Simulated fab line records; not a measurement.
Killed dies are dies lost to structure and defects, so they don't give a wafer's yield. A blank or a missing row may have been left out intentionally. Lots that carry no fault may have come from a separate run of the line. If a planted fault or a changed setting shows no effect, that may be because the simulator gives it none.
Problem report in the 8D (eight disciplines) form, filled by code | flow rit cmos | the parts of the form that need people (team, actions taken, sign-off) are left out

== 1. PROBLEM STATEMENT ==
Wafers free of any fault read 3.02 nm (standard deviation 0.06) for GATE_OXIDE_THK at RIT_GATE_THK_MEAS_07, against a mean of 3.44 nm on 6 wafers of 2 lots. That puts it +7.0 standard deviations away from the usual mean.
Seen first at day 5 07:56 on film metro-03, wafer L946.1. The record holds 39 wafers of 13 lots with a number at this step. Rule for "out", or "out of limits": more than 4 standard deviations from the usual mean. The other wafers with a number count as sound.

== 2. WHAT THIS IS AND IS NOT ==
question                    | is                           | is not
which readings at this step | GATE_OXIDE_THK               | -
which lots                  | L946, L948                   | L932, L933, L934, L935, L936, L937, L938, L939, L940, L945, L954
which wafers of those lots  | all that have a number       | -
read on which gauges        | film metro-03, film metro-04 | film metro-02
when                        | from day 5 07:56             | up to then (30 sound wafers); but 3 sound wafers of L954 came after

== 3. THE SUSPECTS, EACH WITH WHAT RULES IT OUT ==
Counting: a tool stays on the suspect list if, at a process step up to the reading, it processed all lots that are out and no sound lot following the first of them.
- ruled out: the gauge at RIT_GATE_THK_MEAS_07. Those wafers that are out were read across 2 gauges (film metro-03, film metro-04).
- plasma asher-01 at RIT_NWELL_STRIP_09 (strips in O2, time 180 s): kept. Every lot that is out went through it, starting with L946 (day 4 19:29), and after that it ran no sound lot; the last sound lot it ran before then is L945 (day 4 16:24).
- furnace-03 at RIT_GATE_OXIDATION_05 (target thk 3 nm, ox time 270 s): kept. Every lot that is out went through it, starting with L946 (day 5 06:37), and after that it ran no sound lot; the last sound lot it ran before then is L939 (day 3 20:26).
After counting, plasma asher-01 at RIT_NWELL_STRIP_09 and furnace-03 at RIT_GATE_OXIDATION_05 remain.

== 4. THE CAUSE (what the simulator had put in) ==
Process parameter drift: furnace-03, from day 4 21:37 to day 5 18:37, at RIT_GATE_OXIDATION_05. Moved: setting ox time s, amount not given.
This tool is one of the 2 suspects left after counting.

== 5. THE CHAIN OF EFFECTS, in route order ==
Each row: a reading where the mean over the struck wafers with a number is more than 3 standard deviations away from the usual. Scope: only readings with a usual standard deviation given in the record; hours: median across lots of the time from each lot's start at the first step in this table that gives one to its start at this step; sigmas: change in usual standard deviations.
hours | step                 | reading        | usual   | on struck wafers | change | sigmas
0     | RIT_GATE_THK_MEAS_07 | GATE_OXIDE_THK | 3.02 nm | 3.44             | +0.42  | +7.0

== 6. HOW IT WOULD HAVE BEEN CAUGHT EARLIER ==
The first out-of-limits reading at a measuring or inspecting step in this record came at day 5 07:56, 10 hours after the fault's start at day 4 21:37.
An alarm limit of 4 standard deviations would not have fired on the tool readings at RIT_GATE_OXIDATION_05 for which the record gives a usual standard deviation, since none of them was out on any struck wafer.
Of the lots that are out (2), L948 began RIT_GATE_OXIDATION_05 on furnace-03 after day 5 07:56. A tool hold placed at that time would have kept it from harm.
